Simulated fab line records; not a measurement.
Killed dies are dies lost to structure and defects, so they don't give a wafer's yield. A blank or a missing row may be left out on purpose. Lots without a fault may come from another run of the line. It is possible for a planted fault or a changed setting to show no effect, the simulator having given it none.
A lot that was struck, set against a sound lot ; flow rit-cmos ; 28 steps out of a route of 202
Sound: the wafers L104.1, L104.3, L104.4. Struck: wafers L111.3, L111.4. (L111.5 of the same lot was not struck and is left out.) The cause comes at the end.
Order at every step that has rows: each side's tool, ch and its chambers, its first start. Under that, the readings that differ: sound wafers ; struck wafers ; difference of the means ; sigmas: that difference in standard deviations of wafers without a fault.
alike: readings with means less than 2 such deviations apart, plus words and numbers identical on both sides. not compared: withheld readings, readings lacking a value on some wafer, bounds such as >300 that could conceal the same value, and numbers that have no deviation in the record and whose values overlap.
The two part at a step that has a row with sigmas, a row that says differs or no value, or rows on one side only. Non-overlapping numbers with no deviation appear without sigmas and do not part them. A reading that every wafer of one side lacks parts them only if that side has two wafers or more.

RIT_SDANNEAL_RTA_03: time 5 s.
  sound on rtp-anneal-02 ch 0, day 3 05:35; struck on rtp-anneal-02 ch 0, day 4 16:40
  alike: ramp-up-c-per-s, wafer_temp_C_max
RIT_SDANNEAL_RS_MEAS_04: measures by four-point-probe.
  sound on film-metro-03, day 3 05:38; struck on film-metro-01, day 4 16:44
  alike: PSD_RS
RIT_SDANNEAL_RS_MEAS_05: measures by four-point-probe.
  sound on film-metro-03, day 3 05:46; struck on film-metro-01, day 4 16:51
  alike: NSD_RS
RIT_SDANNEAL_RS_MEAS_06: measures by four-point-probe.
  sound on film-metro-03, day 3 05:53; struck on film-metro-01, day 4 16:58
  alike: PLDD_RS
RIT_SDANNEAL_RS_MEAS_07: measures by four-point-probe.
  sound on film-metro-03, day 3 06:00; struck on film-metro-01, day 4 17:05
  alike: NLDD_RS
then, 1 step without rows for these wafers: RIT_SILICIDE_WET_ETCH_00 (etches SiO2 in BOE, target depth 14 nm, time 15 s).
RIT_SILICIDE_SPUTTER_01: material Ti, target thk 30 nm, time 240 s.
  sound on pvd-sputter-02, day 3 06:08; struck on pvd-sputter-04, day 4 17:11
  alike: throttle-valve-pct
RIT_SILICIDE_RS_MEAS_02: measures by four-point-probe.
  sound on film-metro-04, day 3 06:17; struck on film-metro-04, day 4 17:23
  alike: SILICIDE_TI_RS
RIT_SILICIDE_THK_MEAS_03: measures by xrf.
  sound on film-metro-04, day 3 06:24; struck on film-metro-04, day 4 17:29
  alike: SILICIDE_TI_THK
RIT_SILICIDE_RTA_04: time 10 s, ramp up 5 s, ramp down 5 s.
  sound on rtp-anneal-02 ch 0, day 3 06:28; struck on rtp-anneal-02 ch 0, day 4 17:32
  alike: wafer_temp_C_max
then, 1 step without rows for these wafers: RIT_SILICIDE_WET_ETCH_05 (etches Ti in SPM, time 120 s).
RIT_SILICIDE_RTA_06: time 10 s, ramp up 5 s, ramp down 10 s.
  sound on rtp-anneal-02 ch 0, day 3 06:35; struck on rtp-anneal-02 ch 0, day 4 17:39
  alike: wafer_temp_C_max
RIT_CONTACT_CVD_00: deposits SiO2 from TEOS, target thk 400 nm, time 61 s.
  sound on pecvd-03 ch 0,1,2, day 3 06:39; struck on pecvd-04 ch 0, day 4 17:42
reading;sound;struck;difference;sigmas
run-length-s (s);89.1 89.3 88.6;117.5 117.7;+28.6;+40
model.SiO2_of_CONTACT_CVD_00.thk-nm (nm);390.2 391.9 398.1;591.4 597.1;+200.9;
  alike: heater-power-w
RIT_CONTACT_THK_MEAS_01:
  sound on film-metro-03, day 3 06:42; struck on film-metro-02, day 4 17:46
reading;sound;struck;difference;sigmas
CONTACT_TEOS_THK (nm);390 392 398;592 597;+201;+41
then, 6 steps without rows for these wafers: RIT_CONTACT_HMDS_02 (prime time 60 s); RIT_CONTACT_COAT_03 (resist thk 1000 nm); RIT_CONTACT_SOFTBAKE_04 (time 60 s); RIT_CONTACT_EXPOSE_05 (exposes mask M11, target cd 1000 nm); RIT_CONTACT_PEB_06; RIT_CONTACT_DEVELOP_07 (develop time 125.5 s).
RIT_CONTACT_CD_MEAS_08: the cd target is 1000 nm.
  sound on cd-sem-01, day 3 07:51; struck on cd-sem-02, day 4 18:49
  alike: cd-nm
RIT_CONTACT_OVL_MEAS_09:
  sound on overlay-02, day 3 07:58; struck on overlay-02, day 4 18:54
  alike: CONTACT_OVL
then, 1 step without rows for these wafers: RIT_CONTACT_HARDBAKE_10 (time 60 s).
RIT_CONTACT_ETCH_11: etches SiO2 in CHF3/CF4/Ar, stops on TiSi2, target depth 480 nm, time 320 s.
  sound on rie-diel-04 ch 0,2,3, day 3 08:09; struck on rie-diel-03 ch 1,3, day 4 19:05
reading;sound;struck;difference;sigmas
model.CONTACT.feature-depth-nm (nm);390.2 391.9 398.1;470.6 478.8;+81.3;
model.etch.depth-nm (nm);390.2 391.9 398.1;470.6 478.8;+81.3;
  alike: drypump-motor-current-A, oes-product-au, throttle-valve-pct
  not compared: rf-hours-counter-h
RIT_CONTACT_STRIP_12: strips in O2, time 180 s.
  sound on plasma-asher-04 ch 0,1, day 3 08:21; struck on plasma-asher-04 ch 0,1, day 4 19:20
  alike: drypump-motor-current-A, o2-flow-sccm
  not compared: rf-hours-counter-h
RIT_CONTACT_CD_MEAS_90: the cd target is 1000 nm.
  sound on cd-sem-02, day 3 08:31; struck on cd-sem-01, day 4 19:29
  alike: cd-nm
RIT_CONTACT_CLEAN_13: cleans in SC1, time 600 s.
  sound on wet-bench-04 ch 0, day 3 08:38; struck on wet-bench-03 ch 3, day 4 19:34
reading;sound;struck;difference;sigmas
model.SiO2_of_CONTACT_CVD_00.thk-nm (nm);386.2 387.9 394;587.2 593;+200.7;
then, 1 step without rows for these wafers: RIT_CONTACT_CLEAN_14 (cleans in SC2, time 600 s).

## WHERE THEY PART
Earliest at RIT_CONTACT_CVD_00; latest, in this record, at RIT_CONTACT_THK_MEAS_01. Later steps at which nothing parts them and some readings are alike: RIT_CONTACT_CD_MEAS_08, RIT_CONTACT_OVL_MEAS_09, RIT_CONTACT_ETCH_11, RIT_CONTACT_STRIP_12, RIT_CONTACT_CD_MEAS_90.

WHY: the cause the simulator had injected
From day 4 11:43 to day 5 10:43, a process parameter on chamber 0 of pecvd-04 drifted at RIT_CONTACT_CVD_00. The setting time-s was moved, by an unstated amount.
